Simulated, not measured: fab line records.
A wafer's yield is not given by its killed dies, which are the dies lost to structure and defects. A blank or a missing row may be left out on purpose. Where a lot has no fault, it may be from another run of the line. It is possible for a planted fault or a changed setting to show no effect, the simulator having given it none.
Split-lot study    flow rit-cmos    5 lots, 23 wafers read, on a route of 202 steps

THE SPLIT
At RIT_PLDD_IMPLANT_08, the setting dose-cm2 was moved away from the recipe's 9e+14 on 8 of the 23 wafers read, by -7.3% to +5.1%. All remaining wafers had this setting at the recipe value.

BETWEEN THE SPLIT AND THE READING: the file shows 1 step in between
- RIT_PLDD_STRIP_09: strips in O2, time 180 s

THE READING
PLDD_TW, at RIT_PLDD_TW_MEAS_10. A value of 2327 with a standard deviation of 16 is what fault-free wafers of this fab line usually give.

wafer   tool, chamber at the split  dose-cm2 as run  against the recipe  PLDD_TW  against lot-mates on the recipe
L075.2  implanter-03, 0             9e+14            recipe              2328     -
L075.3  implanter-03, 0             9.455e+14        +5.1%               2358     +32
L075.4  implanter-03, 0             9.455e+14        +5.1%               2355     +29
L075.5  implanter-03, 0             9e+14            recipe              2324     -
L075.6  implanter-03, 0             9.455e+14        +5.1%               2354     +28
L076.1  implanter-03, 0             9e+14            recipe              2329     -
L076.2  implanter-03, 0             9e+14            recipe              2326     -
L076.3  implanter-03, 0             9e+14            recipe              2333     -
L076.4  implanter-03, 0             9e+14            recipe              2325     -
L076.5  implanter-03, 0             9e+14            recipe              2334     -
L078.1  implanter-01, 0             9e+14            recipe              2298     -
L078.2  implanter-01, 0             9e+14            recipe              2308     -
L078.3  implanter-01, 0             9e+14            recipe              2297     -
L078.4  implanter-01, 0             9.23e+14         +2.6%               2319     +18
L078.6  implanter-01, 0             9.23e+14         +2.6%               2317     +16
L081.2  implanter-04, 0             9e+14            recipe              2338     -
L081.3  implanter-04, 0             9e+14            recipe              2347     -
L081.5  implanter-04, 0             9e+14            recipe              2336     -
L082.1  implanter-01, 0             8.344e+14        -7.3%               2277     -34
L082.2  implanter-01, 0             8.344e+14        -7.3%               2269     -42
L082.4  implanter-01, 0             9e+14            recipe              2314     -
L082.5  implanter-01, 0             9e+14            recipe              2307     -
L082.6  implanter-01, 0             8.344e+14        -7.3%               2258     -52

THE FIT
A straight line over all 23 wafers: PLDD_TW changes by +6.7 for each +1% of dose-cm2; r = +0.85; the points scatter about the line by 14.
The same after taking each lot's own level away (the mean of its wafers on the recipe; 23 wafers): +5.89 for each +1%; r = +0.98; scatter 4.6.
That fit puts the effect of the largest move of dose-cm2 on the reading at 43.
Across the lots, their own levels run from 2301.0 to 2340.3, a range of 2.5 times the standard deviation given above.
Hence the slope depends on the lot-to-lot level, as the two fits are not the same.
Check: with one of the wafers moved furthest among these (-7.3%) left out of the fit, the line predicts -45.8 for it against its lot-mates. It came out at -33.5 against them.

OTHER SPLITS APPLIED TO THESE WAFERS
Other splits were also applied to these wafers ahead of the reading. Each is held against what the fit with the lots' levels taken away leaves over:
other split on the same wafers        wafers away from the commonest value  r with PLDD_TW (lot level and that fit taken away)
RIT_ACTIVE_EXPOSE_08 dose-mj          4                                     -0.16
RIT_ACTIVE_DEVELOP_10 develop-time-s  9                                     +0.27
RIT_PRETRO_IMPLANT_08 energy-kev      8                                     -0.17
RIT_GATE_CVD_08 pressure-mtorr        15                                    -0.01
RIT_GATE_COAT_11 resist-thk-nm        7                                     -0.05
RIT_NLDD_IMPLANT_08 dose-cm2          8                                     -0.13

FILE'S OWN FIT
PLDD_TW changes by +5.93 for each +1% of dose-cm2, r = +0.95.
